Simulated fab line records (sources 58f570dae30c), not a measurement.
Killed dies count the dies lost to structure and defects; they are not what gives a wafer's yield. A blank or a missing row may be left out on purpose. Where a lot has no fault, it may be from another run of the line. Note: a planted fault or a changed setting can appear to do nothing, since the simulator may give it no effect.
Chamber matching -- flow berkeley cmos170 -- cmp-02 running UCB170_V2_CMP_02: 4 sister chambers
The step polishes SiO2. 8 wafers are shown with their chamber, then 7 later ones without.

== EACH WAFER AND ITS CHAMBER ==
wafer,chamber,motor current A (A)
L194.2,3,18.7
L198.2,0,16.7
L198.4,3,18.7
L201.3,2,18.3
L201.4,1,13.6
L201.6,1,13.9
L204.2,0,16.2
L204.4,2,18.3

== WAFERS WHOSE CHAMBER IS MISSING ==
wafer,motor current A (A)
L204.6,17.1
L203.4,17.0
L203.5,13.9
L203.6,16.8
L205.2,18.5
L205.3,16.3
L205.6,13.8

== CHAMBER TAKEN BY EACH ==
wafer,from the rows above,in truth
L204.6,0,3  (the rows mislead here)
L203.4,0,0
L203.5,1,1
L203.6,0,0
L205.2,can't be placed: 2 or 3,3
L205.3,0,0
L205.6,1,1
Correctly placed: 5 of 7. Not placeable from these rows: 1 (in 1, the candidates include the true chamber). 1 placed wrongly.
How it was worked out, from the rows above alone: a wafer's distance from a chamber is the root of the sum, over the readings, of the square of ((its reading less the chamber's mean) divided by the reading's scatter). The wafer belongs to the nearest chamber; if the next one is less than 2 further off, it can't be placed. For every chamber, the mean is computed from those of its wafers that are shown. The scatter is the square root of a quotient: the sum, over the shown wafers, of each reading's squared deviation from its chamber's mean, divided by wafers minus chambers.
